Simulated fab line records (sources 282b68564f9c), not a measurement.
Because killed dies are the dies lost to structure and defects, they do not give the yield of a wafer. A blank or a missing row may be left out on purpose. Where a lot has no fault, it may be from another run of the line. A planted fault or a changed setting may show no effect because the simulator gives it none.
Which of the tools did it? ; flow rit_cmos ; 12 lots, 36 wafers sampled, at 2 steps of a route of 202

## WHAT THE GAUGES SHOWED, per wafer
Not one reading of a measure or inspect step in the record can be checked against a usual standard deviation.

## EACH LOT AND THE TOOL THAT RAN IT (in order: tool; ch and the chambers of the sampled wafers; start)
lot;RIT_M1_STRIP_13;RIT_M1_PROBE_99
L140;wet_bench-04 ch 3, day 3 11:20;-
L141;wet_bench-03 ch 3, day 3 15:56;-
L142;wet_bench-01 ch 2, day 3 21:16;-
L143;wet_bench-04 ch 0, day 4 03:14;prober-02, day 4 05:20
L144;wet_bench-03 ch 3, day 4 11:10;prober-01, day 4 13:15
L145;wet_bench-04 ch 2, day 4 13:16;-
L146;wet_bench-01 ch 0, day 4 19:24;-
L150;wet_bench-01 ch 3, day 5 15:59;prober-01, day 5 18:11
L153;wet_bench-01 ch 0, day 6 10:01;prober-02, day 6 12:10
L159;wet_bench-03 ch 1, day 8 02:55;-
L161;wet_bench-03 ch 1, day 8 14:57;-
L163;wet_bench-04 ch 1, day 8 20:55;-
- RIT_M1_STRIP_13: strips in nmp, time 600 s.
- RIT_M1_PROBE_99

## AS READ BY THE TOOLS THEMSELVES (means over the sampled wafers that have a number; for cases with no such wafer, the mark the record gives instead)
RIT_M1_PROBE_99. Usual: defect_limited_yield 97.2 %, standard deviation 1.2; killed_at_M0_to_M3 0.0, standard deviation 0.083; killed_at_contacts 0.1, standard deviation 0.27; killed_at_front_end 7, standard deviation 3.1; killed_dies 7, standard deviation 3.2; killed_open 3.8, standard deviation 2.1; killed_short 3.6, standard deviation 2; sort_bin_3_pad_short 0.1 %, standard deviation 0.22; sort_bin_5_function 1.7 %, standard deviation 0.8; sort_bin_6_memory 1.0 %, standard deviation 0.64; sort_n_pass 257, standard deviation 3.2; sort_yield_pct 97.2 %, standard deviation 1.2.
lot;tool;defect_limited_yield (%);killed_at_M0_to_M3;killed_at_contacts;killed_at_front_end;killed_dies;killed_open;killed_short;sort_bin_3_pad_short (%);sort_bin_5_function (%);sort_bin_6_memory (%);sort_n_pass;sort_yield_pct (%);flag
L143;prober-02;97.0;0.0;0.0;8;8;3.7;4.3;0.4;1.7;1.0;256;97.0;
L144;prober-01;96.9;0.0;0.0;8;8;4.3;3.7;0.1;2.3;0.6;256;96.9;
L150;prober-01;82.5;37.7;0.0;9;46;5.3;3.3;3.8;10.5;3.3;218;82.5;OFF
L153;prober-02;84.2;38.7;0.0;3;42;1.7;1.3;4.4;8.6;2.8;222;84.2;OFF

## THE ANSWER, worked out from the rows above alone
Rule: lot off if the mean of its wafers having a number is beyond 3 standard deviations from the usual mean. A lot without any number at a reading at which 4 lots or more have one is off too. All remaining lots with rows at the step are treated as sound. The gauges are gone through in route order, then the tools' own readings, and for those a lot's mean is taken as printed above. The first step at which some lot is off is used, and at that step the reading that is off furthest; a lot without a number counts as furthest.
Off at RIT_M1_PROBE_99 (killed_at_M0_to_M3): L150, L153. Neither off nor sound, because the step has no rows for them: L140, L141, L142, L145, L146, L159, L161, L163.
A tool fits if, at that step or a process step before it, it ran every lot that is off, and no sound lot after the first of them. One fits: RIT_M1_STRIP_13 on wet_bench-01. It ran no sound lot before its first lot that is off in this sample, so the start can't be narrowed down.

## WHAT HAD BEEN PUT IN BY THE SIMULATOR
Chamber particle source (wet_bench-01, RIT_M1_STRIP_13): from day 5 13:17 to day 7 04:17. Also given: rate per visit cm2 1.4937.
Shown lots that were struck: L150, L153. The same result came from the rule above.
